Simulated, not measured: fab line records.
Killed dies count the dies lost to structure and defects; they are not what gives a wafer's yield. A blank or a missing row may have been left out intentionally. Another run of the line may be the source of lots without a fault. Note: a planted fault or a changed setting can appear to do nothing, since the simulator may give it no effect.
Split-lot experiment | flow berkeley-cmos170 | 23 wafers read from 5 lots, route of 331 steps

== ON THE SPLIT ==
At UCB170_V1_CVD_00 (deposits SiO2 from TEOS/O2, target thk 2000 nm, time 250 s), the setting time-s was moved away from the recipe's 250 s on 9 of the 23 wafers read, by -12.9% to +8.2%. This setting was run at the recipe's value on the other wafers.

No step appears in the file between the split and the reading.

== THE READING ==
At UCB170_V1_THK_MEAS_01: V1_TEOS_THK, given in nm. Typical for fault-free wafers on this fab line: 1992 nm, with standard deviation 20 nm.

wafer  | tool, chamber at the split | time-s as run, s | against the recipe | V1_TEOS_THK, nm | against lot-mates on the recipe
L074.1 | pecvd-03, 2                | 270.5            | +8.2%              | 2130            | +149
L074.2 | pecvd-03, 1,2              | 270.5            | +8.2%              | 2141            | +160
L074.3 | pecvd-03, 0                | 250              | recipe             | 1963            | -
L074.4 | pecvd-03, 1,2              | 270.5            | +8.2%              | 2166            | +185
L074.5 | pecvd-03, 0                | 250              | recipe             | 1999            | -
L077.1 | pecvd-03, 0                | 250              | recipe             | 1967            | -
L077.2 | pecvd-03, 1                | 217.7            | -12.9%             | 1728            | -268
L077.3 | pecvd-03, 2                | 250              | recipe             | 2013            | -
L077.4 | pecvd-03, 1                | 217.7            | -12.9%             | 1744            | -252
L077.5 | pecvd-03, 0                | 250              | recipe             | 2008            | -
L079.2 | pecvd-02, 0                | 250              | recipe             | 1984            | -
L079.4 | pecvd-02, 2                | 250              | recipe             | 2017            | -
L079.5 | pecvd-02, 0                | 250              | recipe             | 2028            | -
L078.2 | pecvd-03, 1                | 250              | recipe             | 1977            | -
L078.3 | pecvd-03, 0                | 237.5            | -5.0%              | 1866            | -120
L078.4 | pecvd-03, 0                | 250              | recipe             | 1987            | -
L078.5 | pecvd-03, 1                | 237.5            | -5.0%              | 1916            | -70
L078.6 | pecvd-03, 2                | 250              | recipe             | 1993            | -
L083.1 | pecvd-02, 2                | 250              | recipe             | 1978            | -
L083.2 | pecvd-02, 0                | 250              | recipe             | 1973            | -
L083.3 | pecvd-02, 1                | 250              | recipe             | 1986            | -
L083.4 | pecvd-02, 0,2              | 231.5            | -7.4%              | 1843            | -136
L083.6 | pecvd-02, 0,2              | 231.5            | -7.4%              | 1859            | -120
The file does not say which wafer passed through which chamber wherever a row lists several chambers: such a row stands for several wafers.

FIT RESULTS
A straight line over all 23 wafers: V1_TEOS_THK changes by +19.3 nm for each +1% of time-s; r = +0.99; the points scatter about the line by 19 nm.
The same after taking each lot's own level away (the mean of its wafers on the recipe; 23 wafers): +19.6 nm for each +1%; r = +0.99; scatter 17 nm.
On that fit, the largest move of time-s shifts the reading by 2.5e+02 nm.
From 1979.0 to 2009.7 nm: that is the span of the lots' own levels, equal to 1.5 times the standard deviation above.
So the lot-to-lot level changes the slope little: the two slopes agree.
Check: for one of the wafers moved furthest among these (-12.9%), held out of the fit, the line's prediction against its lot-mates is -247 nm. It came out at -268 nm against them.

== OTHER SPLITS APPLIED TO THESE WAFERS ==
Other splits were also applied to these wafers ahead of the reading. Each is held against what the fit with the lots' levels taken away leaves over:
other split on the same wafers    | wafers away from the commonest value | r with V1_TEOS_THK (lot level and that fit taken away)
UCB170_NSD_PEB_04 peb-temp-c      | 6                                    | -0.09
UCB170_SILICIDE_SPUTTER_01 time-s | 4                                    | -0.13
UCB170_CONTACT_PEB_13 peb-temp-c  | 7                                    | -0.18

== THE WHOLE CHAIN: every reading that the file lists as answering this split, in the file's order ==
step                  | what it does                                               | reading                                                                   | change (the file's fit)              | r (the file's)
UCB170_V1_CVD_00      | deposits SiO2 from TEOS/O2, target thk 2000 nm, time 250 s | SiO2_of_V1_CVD_00.thk-nm (the simulator's own value, which no gauge read) | +19.8 nm for each +1% of the setting | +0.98
UCB170_V1_THK_MEAS_01 |                                                            | V1_TEOS_THK                                                               | +19.5 for each +1% of the setting    | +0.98

== THE FILE'S OWN FIT ==
V1_TEOS_THK changes by +19.5 nm for each +1% of time-s, r = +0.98.
